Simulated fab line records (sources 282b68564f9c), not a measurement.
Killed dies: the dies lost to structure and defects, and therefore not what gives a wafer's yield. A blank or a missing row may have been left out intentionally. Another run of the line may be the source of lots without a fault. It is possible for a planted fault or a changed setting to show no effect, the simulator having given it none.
2 desks looking at one fault    flow rit cmos    each desk has only its own numbers; what lay behind them comes last

THE TOOL OWNER'S DESK: rtp anneal-02
The tool's own readings at RIT_SILICIDE_RTA_06 (time 10 s, ramp up 5 s, ramp down 10 s): means of the sampled wafers that have a number, for each lot that ran on this tool. Any lot whose mean is over 4 standard deviations away from the usual mean is out of limits and marked OUT; that distance is given in the brackets.
Columns: A = anneal temp c max at RIT_SILICIDE_RTA_06, usual 754.8; B = wafer_temp_C_max at RIT_SILICIDE_RTA_06, usual 753.5
lot   first seen here  A      B
L231  day 3 05:24      755.1  753.0
L235  day 4 00:11      754.4  753.3
L245  day 6 01:02      755.2  753.1
L247  day 6 10:49      753.4  753.5
This desk found nothing out of limits on any of the 4 lots.

THE METROLOGY DESK
What the gauges read for every lot (on any tool): the sampled wafers with a number, averaged. Any lot whose mean is over 4 standard deviations away from the usual mean is out of limits and marked OUT; that distance is given in the brackets. Of its 14 readings 7 are shown: those that lie furthest out on some lot.
Columns: A = PSD_RS at RIT_SDANNEAL_RS_MEAS_04, usual 116.07 ohm/sq; B = NSD_RS at RIT_SDANNEAL_RS_MEAS_05, usual 84.56 ohm/sq; C = PLDD_RS at RIT_SDANNEAL_RS_MEAS_06, usual 178.6 ohm/sq; D = CONTACT_TEOS_THK at RIT_CONTACT_THK_MEAS_01, usual 400 nm; E = cd nm at RIT_CONTACT_CD_MEAS_08, usual 1000.8 nm; F = cd nm at RIT_CONTACT_CD_MEAS_90, usual 1000.9 nm; G = M1_OVL at RIT_M1_OVL_MEAS_10, usual -0.3 nm
lot   first seen here  A       B      C      D    E       F       G
L231  day 3 04:28      116.10  84.54  178.3  397  1004.3  1004.6  1.4
L235  day 3 23:17      116.17  84.22  179.1  409  1000.4  1000.2  0.1
L245  day 6 00:07      115.68  84.25  177.9  397  1002.3  1002.5  -2.9
L247  day 6 09:52      116.29  85.04  178.6  400  997.9   997.7   0.4
L252  day 7 10:15      116.18  84.36  178.4  404  1000.6  1000.6  -1.2
L254  day 7 19:47      116.46  84.75  179.5  397  1000.3  999.6   -0.5
This desk found nothing out of limits on any of the 6 lots.

BROUGHT TOGETHER
Nothing out of limits was seen by the tool owner's desk.
Nothing out of limits was seen by the metrology desk.

WHAT HAD BEEN PUT IN BY THE SIMULATOR
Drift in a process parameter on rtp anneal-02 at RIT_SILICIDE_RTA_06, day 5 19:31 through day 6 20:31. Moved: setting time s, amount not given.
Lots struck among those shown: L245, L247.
